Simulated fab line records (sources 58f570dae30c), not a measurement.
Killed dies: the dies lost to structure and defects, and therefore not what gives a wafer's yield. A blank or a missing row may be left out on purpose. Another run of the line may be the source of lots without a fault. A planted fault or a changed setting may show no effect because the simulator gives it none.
A struck lot beside a sound one || flow berkeleyCmos170 || 15 out of 331 route steps
Sound: the wafers L816.2, L816.3, L816.4. Wafers struck: L826.1, L826.3, L826.5. At the end, the cause is stated.
Each step with rows lists, per side, the tool, then ch with its chambers, then its first start. Under that, the readings that differ: sound wafers || struck wafers || difference of the means || sigmas: that difference in standard deviations of wafers without a fault.
alike: words and numbers the same on both sides, and readings whose means are apart by under 2 such deviations; not compared: readings that were withheld, readings missing a value for some wafer, numbers with overlapping values and no deviation given by the record, and bounds like >300 which may hide the same value.
Wherever a step has rows on one side only, a row that says differs or no value, or a row with sigmas, the two part there. Numbers that don't overlap but have no deviation are shown without sigmas and don't part them. Lack of a reading on every wafer of one side parts them only where that side has two or more wafers.

first, 7 steps without rows for these wafers: UCB170_SCREENOX_ANNEAL_03 (time 900 s); UCB170_NVT_HMDS_00 (prime time 60 s); UCB170_NVT_COAT_01 (resist thk 900 nm); UCB170_NVT_SOFTBAKE_02 (time 57.49 s); UCB170_NVT_EXPOSE_03 (exposes mask PWELL, target cd 3000 nm); UCB170_NVT_PEB_04; UCB170_NVT_DEVELOP_05 (develop time 45 s).
UCB170_NVT_OVL_MEAS_06:
  struck on overlay-01, day 7 14:31; sound on overlay-02, day 5 11:29
  alike: NVT_OVL
then, 1 step without rows for these wafers: UCB170_NVT_IMPLANT_07.
UCB170_NVT_STRIP_08: strips in O2.
  sound on plasmaAsher-03 ch 0,1, day 5 11:40; struck on plasmaAsher-02 ch 1, day 7 14:43
  alike: drypumpMotorCurrentA, oesProductAu, stripTimeToEndpointS
  not compared: rfHoursCounterH
UCB170_NVT_TW_MEAS_09:
  struck on filmMetro-04, day 7 14:49; sound on filmMetro-03, day 5 11:46
  alike: NVT_TW
then, 1 step without rows for these wafers: UCB170_NVT_CLEAN_10 (cleans in SPM, time 600 s).
UCB170_PVT_HMDS_00: prime time 60 s.
  sound on lithoTrack-03 ch 0, day 5 13:49; struck on lithoTrack-02 ch 0, day 7 16:10
{"reading": "primeTempC (C)", "sound": "99.95 99.87 99.72", "struck": "99.19 99.33 98.97", "difference": -0.68, "sigmas": -6}
then, 2 steps without rows for these wafers: UCB170_PVT_COAT_01 (resist thk 900 nm); UCB170_M3_PROBE_99.

## WHERE THEY PART
Only at UCB170_PVT_HMDS_00, within this record.

WHY: whatever the simulator had introduced
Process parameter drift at UCB170_PVT_HMDS_00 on lithoTrack-02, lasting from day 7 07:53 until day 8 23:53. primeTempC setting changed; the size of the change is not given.
